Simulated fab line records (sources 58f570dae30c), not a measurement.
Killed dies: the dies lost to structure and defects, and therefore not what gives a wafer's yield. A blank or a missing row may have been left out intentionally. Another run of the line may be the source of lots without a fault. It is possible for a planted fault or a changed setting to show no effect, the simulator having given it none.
What tool caused it?	flow berkeley_cmos170	15 lots with 45 wafers sampled at 4 steps, on a route of 331 steps

## WHAT THE GAUGES SHOWED, per wafer
UCB170_NWELL_THK_MEAS_05.
lot	measured	on	NWELL_NITRIDE_THK (nm)
L190	day 2 10:11	film_metro-04	224.4 223.1 223.9
L191	day 2 22:22	film_metro-04	221.3 221.6 224.7
L192	day 3 03:39	film_metro-02	222.6 223.3 221.8
L193	day 3 03:40	film_metro-01	226.8 224.8 224.4
L194	day 3 12:01	film_metro-02	224.1 225.0 225.9
L195	day 3 20:40	film_metro-01	226.7 228.3 224.7
L197	day 4 02:50	film_metro-02	223.7 224.7 224.4
L198	day 4 09:19	film_metro-01	227.9 227.3 228.5
L199	day 4 19:32	film_metro-04	227.4 226.9 226.9
L200	day 4 19:32	film_metro-01	220.1 221.0 222.6
L207	day 5 23:46	film_metro-01	224.9 224.7 227.0
L208	day 6 10:28	film_metro-01	221.5 221.6 220.4
L209	day 6 17:24	film_metro-01	222.1 221.6 224.0
L210	day 6 17:28	film_metro-01	224.4 223.8 221.8
L212	day 7 06:58	film_metro-01	223.4 223.1 221.8

UCB170_NWELL_TW_MEAS_16.
lot	measured	on	NWELL_TW
L190	day 2 12:29	film_metro-02	1250 1260 1261
L191	day 2 23:47	film_metro-04	1259 1247 1247
L192	day 3 06:07	film_metro-01	1251 1256 1255
L193	day 3 06:22	film_metro-01	1260 1249 1254
L194	day 3 14:17	film_metro-01	1250 1258 1253
L195	day 3 22:46	film_metro-04	1255 1255 1252
L197	day 4 04:16	film_metro-02	1258 1267 1258
L198	day 4 10:37	film_metro-01	1257 1260 1257
L199	day 4 21:17	film_metro-01	1254 1251 1254
L200	day 4 21:01	film_metro-04	1257 1250 1250
L207	day 6 01:47	film_metro-02	1255 1256 1255
L208	day 6 11:46	film_metro-01	1257 1257 1260
L209	day 6 19:52	film_metro-04	1252 1253 1252
L210	day 6 20:17	film_metro-01	1259 1255 1253
L212	day 7 08:25	film_metro-01	1244 1249 1252

UCB170_ACTIVE_THK_MEAS_06.
lot	measured	on	ACTIVE_NITRIDE_THK (nm)
L190	day 4 23:38	film_metro-04	221.2 221.2 219.8
L191	day 5 08:47	film_metro-03	221.8 219.0 219.7
L192	day 5 15:32	film_metro-03	221.2 222.5 220.6
L193	day 5 15:34	film_metro-04	216.8 217.3 219.5
L194	day 6 01:04	film_metro-04	219.4 218.3 218.7
L197	day 6 09:12	film_metro-03	217.5 220.9 219.6
L199	day 6 23:17	film_metro-03	223.3 223.5 222.1
L207	day 8 07:58	film_metro-04	221.1 223.1 222.9
L208	day 8 17:28	film_metro-04	221.8 222.5 222.8
L209	day 9 02:05	film_metro-02	222.8 220.8 223.5
L210	day 9 02:05	film_metro-04	222.1 219.8 218.8
L212	day 9 12:00	film_metro-04	220.2 220.6 221.9

## WHAT TOOL EACH LOT RAN ON (gives the tool, then ch and the chambers of the sampled wafers, and finally the start)
lot	UCB170_PWELL_STRIP_16
L190	plasma_asher-04 ch 0,1, day 3 06:57
L191	plasma_asher-01 ch 0,1, day 3 17:53
L192	plasma_asher-03 ch 0,1, day 4 00:53
L193	plasma_asher-04 ch 0,1, day 4 01:02
L194	plasma_asher-01 ch 0,1, day 4 13:30
L195	plasma_asher-04 ch 0,1, day 4 23:30
L197	plasma_asher-03 ch 0,1, day 4 23:08
L198	plasma_asher-03 ch 0,1, day 5 09:19
L199	plasma_asher-04 ch 0,1, day 5 17:51
L200	plasma_asher-01 ch 0,1, day 5 17:44
L207	plasma_asher-03 ch 0,1, day 6 22:50
L208	plasma_asher-04 ch 0,1, day 7 06:34
L209	plasma_asher-01 ch 0,1, day 7 18:01
L210	plasma_asher-04 ch 0,1, day 7 18:19
L212	plasma_asher-03 ch 0,1, day 8 04:20
- UCB170_PWELL_STRIP_16: strips in O2.

## AS READ BY THE TOOLS THEMSELVES (means over the sampled wafers that have a number; for cases with no such wafer, the mark the record gives instead)
UCB170_PWELL_STRIP_16.
lot	tool	chamber_pressure_mTorr (mTorr)	drypump_motor_current_A (A)	oes_product_au (a.u.)	strip_time_to_endpoint_s (s)
L190	plasma_asher-04	3498	5.32	0.715	17.99
L191	plasma_asher-01	3496	5.74	0.721	18.00
L192	plasma_asher-03	3499	5.65	0.717	18.06
L193	plasma_asher-04	3502	5.32	0.718	17.97
L194	plasma_asher-01	3500	5.73	0.720	18.22
L195	plasma_asher-04	-	-	-	-
L197	plasma_asher-03	3503	5.47	0.723	18.11
L198	plasma_asher-03	-	-	-	-
L199	plasma_asher-04	3501	5.38	0.715	18.12
L200	plasma_asher-01	-	-	-	-
L207	plasma_asher-03	3504	5.47	0.716	18.05
L208	plasma_asher-04	3500	5.33	0.722	17.98
L209	plasma_asher-01	3499	5.92	0.722	18.03
L210	plasma_asher-04	3497	5.38	0.717	18.11
L212	plasma_asher-03	3501	5.66	0.719	18.04

## THE ANSWER, worked out from the rows above alone
Rule: what is usual is taken from the lots themselves. The widest of any qualifying gaps counts: lots, ordered by their means at a reading, are off when they make up no more than a third of the lots, leave a main group of 4 or more, and stand apart from it by 3 or more times the standard deviation of that group's means. A main group is skipped when, at the precision printed for the reading in the tables above, its means are all equal. Also off: a lot with no number at a reading for which 4 or more lots have one. Any other lot the step has rows for is counted as sound. Order of review: gauges by route order, followed by the tools' own readings, for which a lot's mean as printed above is used. At the first step where some lot is off, the reading lying furthest off is the one used; lots without a number count as furthest.
Off, at UCB170_PWELL_STRIP_16 on chamber_pressure_mTorr: L195, L198, L200. Without a number there: L195, L198, L200. Main group: mean 3500 mTorr, sd 2.3.
If a tool, at that step or one of the process steps before it, ran each lot that is off and ran no sound lot following the first of them, it fits. No candidate that was tried fits.

## WHAT HAD BEEN PUT IN BY THE SIMULATOR
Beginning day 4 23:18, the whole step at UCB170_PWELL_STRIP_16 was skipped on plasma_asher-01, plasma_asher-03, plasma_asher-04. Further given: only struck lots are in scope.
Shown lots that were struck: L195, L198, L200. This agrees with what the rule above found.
